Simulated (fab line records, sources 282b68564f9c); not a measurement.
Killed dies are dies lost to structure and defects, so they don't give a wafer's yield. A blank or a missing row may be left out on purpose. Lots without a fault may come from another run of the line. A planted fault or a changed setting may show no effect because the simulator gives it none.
fab line records | flow rit_cmos
record lots=14 wafers=42 last_day=7
route steps=202 shown PRETRO@67
lots that met no fault: from a run of the same line without faults
start_h: hours from the record's first day to the start of the lot's first wafer shown | wait_h: hours since the lot's step before | " the same as in the row above | L1.1+2: a row that stands for several wafers | - no value, or no start given | * or withheld: withheld | < > ~ a bound
route shown NAME@n: a module of which the file shows steps, and the number in the route of the first | usual: mean/standard deviation of fault-free wafers | same: alike in all rows | chamber/n: place in a boat | sites: the reading at each site | _std_site: their standard deviation | _edge_site: outer sites' mean less inner sites' | radius_mm: how far each site lies from the wafer's centre | mask NAME#n: copy n | behind: the tool/chamber that last shaped the wafer | hold: why the lot was held/for how many hours/how that ended | device: the transistor (n, p or np) that didn't switch | end of line: the same wafers' tests at the end of the route | a step without rows: its recipe alone | killed: dies lost to structure and defects at the first sort, not the wafer's yield | map: a wafer's dies, x killed, . not, _ none there
set.NAME: the setting as run; set.NAME@STEP: as run at that earlier step | model.NAME: the simulator's own value behind a step, which no gauge read
steps of the route over a sample of lots; a table a step, a row a wafer
services: from which hour (start_h, from the record's first day; less than 0 if before it) a tool's chamber was out of use, for how many hours, and why
## steps
# step RIT_PRETRO_EXPOSE_03
# recipe mask_id=M5 na=0.57 target_cd_nm=43700 dose_mj=250
# usual exposure_dose_mJ_cm2=249.95/0.21 focus_offset_nm=0.1/0.48
# columns lot.wafer tool chamber start_h wait_h mask exposure_dose_mJ_cm2 focus_offset_nm
L416.2 iline_stepper-01 0 31.49 0.2 M5#0 250.10 0.4
L416.3 " 0 " " M5#0 250.04 0.1
L416.6 " 0 " " M5#0 250.03 0.6
L420.3 iline_stepper-02 0 51.01 0.2 M5#0 249.77 -0.4
L420.4 " 0 " " M5#0 250.02 -0.4
L420.5 " 0 " " M5#0 249.92 -0.5
L421.1 iline_stepper-02 0 55.91 0.1 M5#0 250.09 1.2
L421.2 " 0 " " M5#0 249.97 0.8
L421.5 " 0 " " M5#0 249.42 0.1
L422.3 iline_stepper-02 0 61.00 0.1 M5#0 249.79 -0.7
L422.5 " 0 " " M5#0 250.09 -0.8
L422.6 " 0 " " M5#0 250.20 -0.2
L423.1 iline_stepper-02 0 65.21 0.1 M5#0 249.97 0.3
L423.2 " 0 " " M5#0 250.14 1.1
L423.5 " 0 " " M5#0 249.83 0.1
L426.3 iline_stepper-01 0 80.01 0.1 M5#0 249.83 0.4
L426.4 " 0 " " M5#0 249.70 0.8
L426.6 " 0 " " M5#0 250.18 0.6
L428.1 iline_stepper-02 - 90.05 0.1 M5#0 - -
L428.2 " - " " M5#0 - -
L428.4 " - " " M5#0 - -
L429.1 iline_stepper-02 - 96.48 0.1 M5#0 - -
L429.2 " - " " M5#0 - -
L429.5 " - " " M5#0 - -
L430.2 iline_stepper-01 0 100.18 0.2 M5#0 250.26 0.2
L430.3 " 0 " " M5#0 249.99 0.1
L430.5 " 0 " " M5#0 249.86 -0.1
L431.2 iline_stepper-02 0 105.50 0.2 M5#0 249.87 0.2
L431.3 " 0 " " M5#0 249.92 -0.4
L431.5 " 0 " " M5#0 249.68 1.0
L434.1 iline_stepper-02 0 120.34 0.1 M5#0 250.04 -0.3
L434.2 " 0 " " M5#0 249.60 -1.2
L434.4 " 0 " " M5#0 249.76 -0.6
L437.1 iline_stepper-01 0 140.72 0.2 M5#0 250.05 0.0
L437.2 " 0 " " M5#0 249.69 0.5
L437.5 " 0 " " M5#0 250.15 0.4
L438.2 iline_stepper-02 0 142.05 0.2 M5#0 249.45 -0.3
L438.4 " 0 " " M5#0 249.85 -0.3
L438.5 " 0 " " M5#0 249.83 -0.6
L439.1 iline_stepper-01 0 148.23 0.2 M5#0 249.80 0.7
L439.2 " 0 " " M5#0 250.17 -0.3
L439.6 " 0 " " M5#0 249.79 0.3
## services
# columns tool chamber start_h hours kind
iline_stepper-01 - 9.14 5.6 repair
iline_stepper-02 - 58.13 2.1 pm
iline_stepper-02 - 60.22 - consumable_replace:lamp
iline_stepper-01 0 79.40 - calibration
iline_stepper-02 - 96.92 3.0 repair
iline_stepper-01 - 107.89 1.7 pm
iline_stepper-02 0 136.38 - calibration
## key
first_sign step=RIT_PRETRO_EXPOSE_03 reading=tool_record direction=missing
effect none on later readings
met_at RIT_PRETRO_EXPOSE_03
struck_lots L428,L429
sort_left_out L428.1,L428.2,L428.4,L429.1,L429.2,L429.5
tester_left_out L428,L429
onset_between 65.21 90.05
fault kind=skipped_step_whole tool=iline_stepper-02 chamber=- onset_h=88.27 steps=RIT_PRETRO_EXPOSE_03 scope=struck_lots_only
# tester_left_out: of these lots the tester's yield and bins aren't shown, on N5 and GAA mostly nor the transistor test; their killed dies are dies lost to structure and defects alone, not to doping, threshold or leakage, so they don't give the yield
# sort_left_out: the simulated sort isn't trusted on such a fault, so these wafers' sort isn't shown, and their yield isn't known
